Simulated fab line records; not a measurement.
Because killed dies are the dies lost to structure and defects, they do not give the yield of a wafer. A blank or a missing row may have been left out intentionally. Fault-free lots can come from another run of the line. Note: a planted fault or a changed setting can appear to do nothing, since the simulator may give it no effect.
A sampling plan put to the test + flow berkeley_cmos170 + one fab line, 12 faults that these records tell of, each judged on the records of the lots that it struck
The plan consists of the line's own looks: route steps at which the wafer is read by a gauge or an inspection but not changed. A look is open to judgement when struck wafers have a number at it and the file gives its usual mean and standard deviation on fault-free wafers. Caught: the struck wafers' mean, at a look after the fault's first step, is 4 or more of those standard deviations (sigma) away from the usual mean. On the tool: the test repeated on the tool's own readings taken at the fault's steps. Caught also covers a different recipe on the struck wafers, or a record left blank for those wafers only.

THE FAULTS, as the simulator had put them in
1. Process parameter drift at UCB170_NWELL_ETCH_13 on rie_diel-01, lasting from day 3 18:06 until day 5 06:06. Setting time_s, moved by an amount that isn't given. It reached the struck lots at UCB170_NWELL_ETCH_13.
2. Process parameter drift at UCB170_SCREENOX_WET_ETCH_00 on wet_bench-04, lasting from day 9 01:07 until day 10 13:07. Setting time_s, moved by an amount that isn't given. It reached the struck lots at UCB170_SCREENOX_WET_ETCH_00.
3. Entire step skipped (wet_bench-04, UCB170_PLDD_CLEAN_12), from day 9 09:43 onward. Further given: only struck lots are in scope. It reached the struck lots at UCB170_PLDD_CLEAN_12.
4. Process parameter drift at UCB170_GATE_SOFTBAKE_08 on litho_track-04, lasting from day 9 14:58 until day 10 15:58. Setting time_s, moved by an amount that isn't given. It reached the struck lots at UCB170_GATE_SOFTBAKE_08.
5. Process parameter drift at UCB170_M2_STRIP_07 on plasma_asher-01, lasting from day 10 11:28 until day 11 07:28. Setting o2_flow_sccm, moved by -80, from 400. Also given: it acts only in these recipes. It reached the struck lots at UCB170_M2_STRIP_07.
6. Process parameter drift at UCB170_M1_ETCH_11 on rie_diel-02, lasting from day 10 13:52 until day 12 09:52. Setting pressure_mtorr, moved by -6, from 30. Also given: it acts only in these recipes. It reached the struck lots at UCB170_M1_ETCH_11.
7. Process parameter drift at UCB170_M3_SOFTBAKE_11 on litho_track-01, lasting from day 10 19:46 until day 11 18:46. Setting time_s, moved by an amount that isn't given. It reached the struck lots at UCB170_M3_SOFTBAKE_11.
8. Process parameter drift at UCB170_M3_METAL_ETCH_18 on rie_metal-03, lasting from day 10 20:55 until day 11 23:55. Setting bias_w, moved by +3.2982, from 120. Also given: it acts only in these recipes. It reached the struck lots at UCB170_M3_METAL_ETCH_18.
9. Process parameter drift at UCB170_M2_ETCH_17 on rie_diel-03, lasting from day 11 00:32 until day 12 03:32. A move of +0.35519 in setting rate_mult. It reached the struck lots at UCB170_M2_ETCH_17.
10. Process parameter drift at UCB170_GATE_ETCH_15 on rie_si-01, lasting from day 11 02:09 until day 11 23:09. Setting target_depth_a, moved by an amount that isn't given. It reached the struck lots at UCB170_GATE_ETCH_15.
11. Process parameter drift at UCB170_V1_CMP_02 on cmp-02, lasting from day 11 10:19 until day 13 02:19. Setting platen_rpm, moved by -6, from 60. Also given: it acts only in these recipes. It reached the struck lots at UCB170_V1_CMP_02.
12. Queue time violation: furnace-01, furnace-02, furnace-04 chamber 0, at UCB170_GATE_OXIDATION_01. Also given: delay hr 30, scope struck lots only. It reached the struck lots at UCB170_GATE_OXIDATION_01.

WHAT THE PLAN SAW
| fault | on the tool itself                               | first look that catches it                      | reading, sigma | median hours from its first step to that look | hours from the fault's start to the first struck lot there | judged looks passed uncaught |
|-------|--------------------------------------------------|-------------------------------------------------|----------------|-----------------------------------------------|------------------------------------------------------------|------------------------------|
| 1     | run_length_s -21 sigma                           | none of the 3 looks that can be judged after it | -              | -                                             | -                                                          | 3                            |
| 2     | run_length_s +10 sigma                           | no look after it can be judged                  | -              | -                                             | -                                                          | 0                            |
| 3     | the tool's record is blank for the struck wafers | no look after it can be judged                  | -              | -                                             | -                                                          | 0                            |
| 4     | heater_power_total_W +96 sigma                   | no look after it can be judged                  | -              | -                                             | -                                                          | 0                            |
| 5     | o2_flow_sccm -73 sigma                           | not the one look that can be judged after it    | -              | -                                             | -                                                          | 1                            |
| 6     | chamber_pressure_mTorr -99 or beyond sigma       | not the one look that can be judged after it    | -              | -                                             | -                                                          | 1                            |
| 7     | heater_power_total_W +55 sigma                   | no look after it can be judged                  | -              | -                                             | -                                                          | 0                            |
| 8     | bias_w +10 sigma                                 | not the one look that can be judged after it    | -              | -                                             | -                                                          | 1                            |
| 9     | oes_product_au +12 sigma                         | no look after it can be judged                  | -              | -                                             | -                                                          | 0                            |
| 10    | oes_product_au +4.3 sigma                        | none of the 2 looks that can be judged after it | -              | -                                             | -                                                          | 2                            |
| 11    | platen_rpm -99 or beyond sigma                   | not the one look that can be judged after it    | -              | -                                             | -                                                          | 1                            |
| 12    | under 2 sigma                                    | no look after it can be judged                  | -              | -                                             | -                                                          | 0                            |
A dash: this means the fault isn't caught or the number doesn't appear in these records.

Caught at a look: 0 of 12. Caught on the tool: 11 of 12. By one or the other: 11 of 12.
On the tool alone, faults 1, 2, 3, 4, 5, 6, 7, 8, 9, 10, 11 were caught.
Caught by neither: fault 12.
